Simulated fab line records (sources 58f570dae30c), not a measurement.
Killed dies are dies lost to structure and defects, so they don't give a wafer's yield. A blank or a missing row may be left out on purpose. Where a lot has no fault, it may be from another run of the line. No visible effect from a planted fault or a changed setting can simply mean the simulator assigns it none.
Which tool is to blame? || flow berkeleyCmos170 || 14 lots, 42 wafers sampled, at 5 steps of a route of 331

WHAT THE GAUGES SHOWED, per wafer
UCB170_NSD_TW_MEAS_10.
{"lot": "L504", "measured": "day 6 10:08", "on": "filmMetro-03", "NSD_TW": "4199 4196 4185"}
{"lot": "L505", "measured": "day 7 00:35", "on": "filmMetro-03", "NSD_TW": "4218 4181 4228"}
{"lot": "L506", "measured": "day 7 00:48", "on": "filmMetro-02", "NSD_TW": "4131 4129 4138"}
{"lot": "L509", "measured": "day 7 08:18", "on": "filmMetro-02", "NSD_TW": "4148 4126 4132"}
{"lot": "L507", "measured": "day 7 08:35", "on": "filmMetro-03", "NSD_TW": "4206 4215 4184"}
{"lot": "L508", "measured": "day 7 09:11", "on": "filmMetro-01", "NSD_TW": "4182 4185 4179"}
{"lot": "L510", "measured": "day 7 22:42", "on": "filmMetro-01", "NSD_TW": "4182 4188 4208"}
{"lot": "L511", "measured": "day 7 23:05", "on": "filmMetro-02", "NSD_TW": "4147 4142 4123"}
{"lot": "L512", "measured": "day 8 02:59", "on": "filmMetro-02", "NSD_TW": "4089 4087 4108"}
{"lot": "L514", "measured": "day 8 05:10", "on": "filmMetro-03", "NSD_TW": "4205 4202 4216"}
{"lot": "L513", "measured": "day 8 05:19", "on": "filmMetro-01", "NSD_TW": "4171 4159 4157"}
{"lot": "L517", "measured": "day 9 12:14", "on": "filmMetro-03", "NSD_TW": "4223 4199 4212"}
{"lot": "L519", "measured": "day 9 12:32", "on": "filmMetro-01", "NSD_TW": "4187 4165 4176"}
{"lot": "L527", "measured": "day 10 19:12", "on": "filmMetro-02", "NSD_TW": "4142 4138 4136"}

UCB170_M1_CD_MEAS_09: the cd target is 700 nm.
{"lot": "L504", "measured": "day 6 19:36", "on": "cdSem-02", "cdNm (nm)": "700.2 698.4 698.9"}
{"lot": "L505", "measured": "day 7 10:11", "on": "cdSem-01", "cdNm (nm)": "697.6 698.3 697.3"}
{"lot": "L506", "measured": "day 7 10:24", "on": "cdSem-01", "cdNm (nm)": "701.3 700.9 701.7"}
{"lot": "L509", "measured": "day 7 18:29", "on": "cdSem-02", "cdNm (nm)": "697.9 699.1 699.2"}
{"lot": "L507", "measured": "day 7 19:09", "on": "cdSem-01", "cdNm (nm)": "699.1 699.7 700.3"}
{"lot": "L508", "measured": "day 7 18:52", "on": "cdSem-01", "cdNm (nm)": "696.9 698.1 697.7"}
{"lot": "L510", "measured": "day 8 08:07", "on": "cdSem-02", "cdNm (nm)": "703.2 702.7 701.2"}
{"lot": "L511", "measured": "day 8 08:26", "on": "cdSem-01", "cdNm (nm)": "700.4 700.6 700.8"}
{"lot": "L512", "measured": "day 8 12:46", "on": "cdSem-01", "cdNm (nm)": "699.9 698.6 699.0"}
{"lot": "L514", "measured": "day 8 14:46", "on": "cdSem-01", "cdNm (nm)": "698.0 698.5 699.3"}
{"lot": "L513", "measured": "day 8 14:58", "on": "cdSem-01", "cdNm (nm)": "699.6 698.8 697.5"}
{"lot": "L517", "measured": "day 9 22:26", "on": "cdSem-01", "cdNm (nm)": "699.2 699.9 698.1"}
{"lot": "L519", "measured": "day 9 21:32", "on": "cdSem-02", "cdNm (nm)": "701.2 702.8 703.3"}
{"lot": "L527", "measured": "day 11 06:10", "on": "cdSem-01", "cdNm (nm)": "701.4 701.0 701.4"}

UCB170_V1_CD_MEAS_12: the cd target is 700 nm.
{"lot": "L504", "measured": "day 7 03:18", "on": "cdSem-02", "cdNm (nm)": "699.9 700.5 698.9"}
{"lot": "L505", "measured": "day 7 14:26", "on": "cdSem-02", "cdNm (nm)": "701.6 701.2 701.9"}
{"lot": "L506", "measured": "day 7 14:11", "on": "cdSem-01", "cdNm (nm)": "698.1 697.7 698.7"}
{"lot": "L509", "measured": "day 8 00:12", "on": "cdSem-02", "cdNm (nm)": "699.3 699.0 699.2"}
{"lot": "L507", "measured": "day 8 00:47", "on": "cdSem-02", "cdNm (nm)": "701.1 702.1 701.8"}
{"lot": "L508", "measured": "day 8 00:36", "on": "cdSem-01", "cdNm (nm)": "701.5 699.1 699.2"}
{"lot": "L510", "measured": "day 8 14:53", "on": "cdSem-02", "cdNm (nm)": "701.2 700.6 700.2"}
{"lot": "L511", "measured": "day 8 14:39", "on": "cdSem-02", "cdNm (nm)": "702.2 702.4 702.8"}
{"lot": "L512", "measured": "day 8 19:02", "on": "cdSem-02", "cdNm (nm)": "699.0 699.4 698.7"}
{"lot": "L514", "measured": "day 8 21:57", "on": "cdSem-01", "cdNm (nm)": "699.1 698.8 698.8"}
{"lot": "L513", "measured": "day 8 22:11", "on": "cdSem-02", "cdNm (nm)": "703.6 701.3 702.8"}
{"lot": "L517", "measured": "day 10 05:51", "on": "cdSem-02", "cdNm (nm)": "750.5 749.4 750.1 750.7 749.9 750.0"}
{"lot": "L519", "measured": "day 10 03:53", "on": "cdSem-02", "cdNm (nm)": "753.0 752.0 751.0 752.6 752.1 751.2"}
{"lot": "L527", "measured": "day 11 14:55", "on": "cdSem-01", "cdNm (nm)": "699.4 698.8 699.0"}

WHAT TOOL EACH LOT RAN ON (gives the tool, then ch and the chambers of the sampled wafers, and finally the start)
{"lot": "L504", "UCB170_SILICIDE_RTA_04": "rtpAnneal-02 ch 0, day 6 12:08", "UCB170_V1_PEB_10": "lithoTrack-03 ch 0, day 7 03:02"}
{"lot": "L505", "UCB170_SILICIDE_RTA_04": "rtpAnneal-01 ch 0, day 7 02:31", "UCB170_V1_PEB_10": "lithoTrack-03 ch 0, day 7 14:10"}
{"lot": "L506", "UCB170_SILICIDE_RTA_04": "rtpAnneal-02 ch 0, day 7 02:56", "UCB170_V1_PEB_10": "lithoTrack-04 ch 0, day 7 13:55"}
{"lot": "L509", "UCB170_SILICIDE_RTA_04": "rtpAnneal-02 ch 0, day 7 12:25", "UCB170_V1_PEB_10": "lithoTrack-04 ch 0, day 7 23:55"}
{"lot": "L507", "UCB170_SILICIDE_RTA_04": "rtpAnneal-01 ch 0, day 7 12:26", "UCB170_V1_PEB_10": "lithoTrack-01 ch 0, day 8 00:26"}
{"lot": "L508", "UCB170_SILICIDE_RTA_04": "rtpAnneal-02 ch 0, day 7 12:35", "UCB170_V1_PEB_10": "lithoTrack-03 ch 0, day 8 00:20"}
{"lot": "L510", "UCB170_SILICIDE_RTA_04": "rtpAnneal-02 ch 0, day 8 01:02", "UCB170_V1_PEB_10": "lithoTrack-04 ch 0, day 8 14:37"}
{"lot": "L511", "UCB170_SILICIDE_RTA_04": "rtpAnneal-01 ch 0, day 8 01:33", "UCB170_V1_PEB_10": "lithoTrack-04 ch 0, day 8 14:23"}
{"lot": "L512", "UCB170_SILICIDE_RTA_04": "rtpAnneal-02 ch 0, day 8 04:50", "UCB170_V1_PEB_10": "lithoTrack-01 ch 0, day 8 18:46"}
{"lot": "L514", "UCB170_SILICIDE_RTA_04": "rtpAnneal-01 ch 0, day 8 07:08", "UCB170_V1_PEB_10": "lithoTrack-01 ch 0, day 8 21:40"}
{"lot": "L513", "UCB170_SILICIDE_RTA_04": "rtpAnneal-02 ch 0, day 8 07:23", "UCB170_V1_PEB_10": "lithoTrack-03 ch 0, day 8 21:55"}
{"lot": "L517", "UCB170_SILICIDE_RTA_04": "rtpAnneal-01 ch 0, day 9 14:26", "UCB170_V1_PEB_10": "lithoTrack-01 ch 0, day 10 05:35"}
{"lot": "L519", "UCB170_SILICIDE_RTA_04": "rtpAnneal-02 ch 0, day 9 14:37", "UCB170_V1_PEB_10": "lithoTrack-01 ch 0, day 10 03:37"}
{"lot": "L527", "UCB170_SILICIDE_RTA_04": "rtpAnneal-02 ch 0, day 10 21:07", "UCB170_V1_PEB_10": "lithoTrack-04 ch 0, day 11 14:35"}
- UCB170_SILICIDE_RTA_04: time 15 s.
- UCB170_V1_PEB_10

AS READ BY THE TOOLS THEMSELVES (means over the sampled wafers that have a number; for cases with no such wafer, the mark the record gives instead)
UCB170_SILICIDE_RTA_04.
{"lot": "L504", "tool": "rtpAnneal-02", "annealTempCMax": 653.5, "lampPowerPct (%)": 8.22, "wafer_temp_C_max": 651.8}
{"lot": "L505", "tool": "rtpAnneal-01", "annealTempCMax": 654.7, "lampPowerPct (%)": 8.82, "wafer_temp_C_max": 652.8}
{"lot": "L506", "tool": "rtpAnneal-02", "annealTempCMax": 653.7, "lampPowerPct (%)": 8.22, "wafer_temp_C_max": 651.9}
{"lot": "L509", "tool": "rtpAnneal-02", "annealTempCMax": 653.1, "lampPowerPct (%)": 8.22, "wafer_temp_C_max": 651.9}
{"lot": "L507", "tool": "rtpAnneal-01", "annealTempCMax": 653.6, "lampPowerPct (%)": 8.80, "wafer_temp_C_max": 652.5}
{"lot": "L508", "tool": "rtpAnneal-02", "annealTempCMax": 653.7, "lampPowerPct (%)": 8.22, "wafer_temp_C_max": 651.6}
{"lot": "L510", "tool": "rtpAnneal-02", "annealTempCMax": 654.2, "lampPowerPct (%)": 8.21, "wafer_temp_C_max": 651.9}
{"lot": "L511", "tool": "rtpAnneal-01", "annealTempCMax": 654.1, "lampPowerPct (%)": 8.81, "wafer_temp_C_max": 652.7}
{"lot": "L512", "tool": "rtpAnneal-02", "annealTempCMax": 653.7, "lampPowerPct (%)": 8.22, "wafer_temp_C_max": 652.0}
{"lot": "L514", "tool": "rtpAnneal-01", "annealTempCMax": 654.5, "lampPowerPct (%)": 8.81, "wafer_temp_C_max": 652.7}
{"lot": "L513", "tool": "rtpAnneal-02", "annealTempCMax": 653.7, "lampPowerPct (%)": 8.21, "wafer_temp_C_max": 652.2}
{"lot": "L517", "tool": "rtpAnneal-01", "annealTempCMax": 654.6, "lampPowerPct (%)": 8.81, "wafer_temp_C_max": 652.6}
{"lot": "L519", "tool": "rtpAnneal-02", "annealTempCMax": 652.6, "lampPowerPct (%)": 8.22, "wafer_temp_C_max": 651.8}
{"lot": "L527", "tool": "rtpAnneal-02", "annealTempCMax": 653.8, "lampPowerPct (%)": 8.22, "wafer_temp_C_max": 652.0}

UCB170_V1_PEB_10.
{"lot": "L504", "tool": "lithoTrack-03", "chillPlateTempC (C)": 23.02, "heaterPowerTotalW (W)": 56.82, "plateTempC (C)": 129.86}
{"lot": "L505", "tool": "lithoTrack-03", "chillPlateTempC (C)": 22.99, "heaterPowerTotalW (W)": 56.82, "plateTempC (C)": 130.19}
{"lot": "L506", "tool": "lithoTrack-04", "chillPlateTempC (C)": 22.92, "heaterPowerTotalW (W)": 56.81, "plateTempC (C)": 129.84}
{"lot": "L509", "tool": "lithoTrack-04", "chillPlateTempC (C)": 22.97, "heaterPowerTotalW (W)": 56.82, "plateTempC (C)": 130.11}
{"lot": "L507", "tool": "lithoTrack-01", "chillPlateTempC (C)": 22.89, "heaterPowerTotalW (W)": 56.79, "plateTempC (C)": 130.10}
{"lot": "L508", "tool": "lithoTrack-03", "chillPlateTempC (C)": 22.96, "heaterPowerTotalW (W)": 56.78, "plateTempC (C)": 130.00}
{"lot": "L510", "tool": "lithoTrack-04", "chillPlateTempC (C)": 23.03, "heaterPowerTotalW (W)": 56.80, "plateTempC (C)": 129.92}
{"lot": "L511", "tool": "lithoTrack-04", "chillPlateTempC (C)": 22.98, "heaterPowerTotalW (W)": 56.83, "plateTempC (C)": 130.04}
{"lot": "L512", "tool": "lithoTrack-01", "chillPlateTempC (C)": 22.98, "heaterPowerTotalW (W)": 56.80, "plateTempC (C)": 130.03}
{"lot": "L514", "tool": "lithoTrack-01", "chillPlateTempC (C)": 23.01, "heaterPowerTotalW (W)": 56.79, "plateTempC (C)": 130.05}
{"lot": "L513", "tool": "lithoTrack-03", "chillPlateTempC (C)": 23.08, "heaterPowerTotalW (W)": 56.84, "plateTempC (C)": 130.12}
{"lot": "L517", "tool": "lithoTrack-01", "chillPlateTempC (C)": 23.08, "heaterPowerTotalW (W)": 63.87, "plateTempC (C)": 142.31}
{"lot": "L519", "tool": "lithoTrack-01", "chillPlateTempC (C)": 22.99, "heaterPowerTotalW (W)": 63.87, "plateTempC (C)": 142.13}
{"lot": "L527", "tool": "lithoTrack-04", "chillPlateTempC (C)": 22.95, "heaterPowerTotalW (W)": 56.77, "plateTempC (C)": 129.98}

THE ANSWER, worked out from the rows above alone
Rule: usual is defined by the lots themselves. Put in order of their means at a reading, lots are off if they are a third of the lots or fewer, leave a main group of 4 or more, and stand apart from it by a gap of 3 or more times the standard deviation of the main group's means; of several such gaps the widest counts. If all means in a main group match to the digits the tables above print for the reading, that group is not used. Also off: a lot with no number at a reading for which 4 or more lots have one. The other lots that the step has rows for count as sound. The gauges are gone through in route order, then the tools' own readings, and for those a lot's mean is taken as printed above. The first step at which some lot is off is used, and at that step the reading that is off furthest; a lot without a number counts as furthest.
Off: L517, L519, at UCB170_V1_CD_MEAS_12 (cdNm). Main group: mean 700.2 nm, sd 1.4.
If a tool, at a process step before that reading, ran all the lots that are off and no sound lot after the first of them, it fits. Not tried: the gauges at UCB170_V1_CD_MEAS_12; whatever is off there is also off at UCB170_V1_PEB_10, on other tools, and gauge error can't account for it. One candidate fits, namely lithoTrack-01 at UCB170_V1_PEB_10. Its last sound lot is L514 (day 8 21:40), its first lot that is off L519 (day 10 03:37): a fault that began between those two fits.
The tool's own readings at UCB170_V1_PEB_10 bear it out: on the lots that are off they differ by more than 5 times the standard deviation of the sound lots' means. heaterPowerTotalW reads 63.87 W there against 56.81 W on the sound lots; plateTempC reads 142.22 C there against 130.02 C on the sound lots.

WHAT THE SIMULATOR HAD PUT IN
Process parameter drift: lithoTrack-01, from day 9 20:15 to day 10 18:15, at UCB170_V1_PEB_10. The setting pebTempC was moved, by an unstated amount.
Struck lots among those shown: L517, L519. This agrees with what the rule above found.
